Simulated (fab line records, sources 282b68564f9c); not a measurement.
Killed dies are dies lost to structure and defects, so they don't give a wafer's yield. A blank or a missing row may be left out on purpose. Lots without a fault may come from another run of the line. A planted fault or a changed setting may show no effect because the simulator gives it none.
Which tool did it? | flow rit_cmos | 7 lots, 21 wafers sampled, at 2 steps of a route of 202

WHAT THE GAUGES READ, wafer by wafer
RIT_NWELL_TW_MEAS_10.
lot  | measured    | on            | NWELL_TW
L835 | day 2 23:38 | film_metro-03 | 2159 2158 2149
L839 | day 3 11:03 | film_metro-01 | 2187 2180 2181
L842 | day 3 21:45 | film_metro-01 | 2696 2717 2731 2715 2717 2706
L844 | day 4 09:38 | film_metro-04 | 2120 2126 2125
L849 | day 5 06:28 | film_metro-04 | 2144 2130 2136
L851 | day 5 20:41 | film_metro-01 | 2170 2170 2174
L853 | day 6 01:39 | film_metro-01 | 2183 2184 2175

WHICH TOOL RAN EACH LOT (tool, then ch and the chambers of the sampled wafers, then the start)
lot  | RIT_NWELL_IMPLANT_08
L835 | implanter-02 ch 0, day 2 23:19
L839 | implanter-04 ch 0, day 3 10:44
L842 | implanter-01 ch 0, day 3 21:08
L844 | implanter-04 ch 0, day 4 09:20
L849 | implanter-02 ch 0, day 5 06:09
L851 | implanter-04 ch 0, day 5 20:22
L853 | implanter-02 ch 0, day 6 01:22
- RIT_NWELL_IMPLANT_08

THE ANSWER, worked out from the rows above alone
Rule: what is usual is taken from the lots themselves. Put in order of their means at a reading, lots are off if they are a third of the lots or fewer, leave a main group of 4 or more, and stand apart from it by a gap of 3 or more times the standard deviation of the main group's means; of several such gaps the widest counts. A main group whose means are all the same, to the digits that the tables above print for the reading, isn't used. A lot without any number at a reading at which 4 lots or more have one is off too. The other lots that the step has rows for count as sound.
Off: L842, at RIT_NWELL_TW_MEAS_10 (NWELL_TW). The main group: mean 2158, standard deviation 22.
A tool fits if, at a process step before that reading, it ran every lot that is off, and no sound lot after the first of them. The gauges at RIT_NWELL_TW_MEAS_10 are tried like those tools. One fits: implanter-01 at RIT_NWELL_IMPLANT_08. It ran no sound lot before its first lot that is off in this sample, so the start can't be narrowed down.

WHAT THE SIMULATOR HAD PUT IN
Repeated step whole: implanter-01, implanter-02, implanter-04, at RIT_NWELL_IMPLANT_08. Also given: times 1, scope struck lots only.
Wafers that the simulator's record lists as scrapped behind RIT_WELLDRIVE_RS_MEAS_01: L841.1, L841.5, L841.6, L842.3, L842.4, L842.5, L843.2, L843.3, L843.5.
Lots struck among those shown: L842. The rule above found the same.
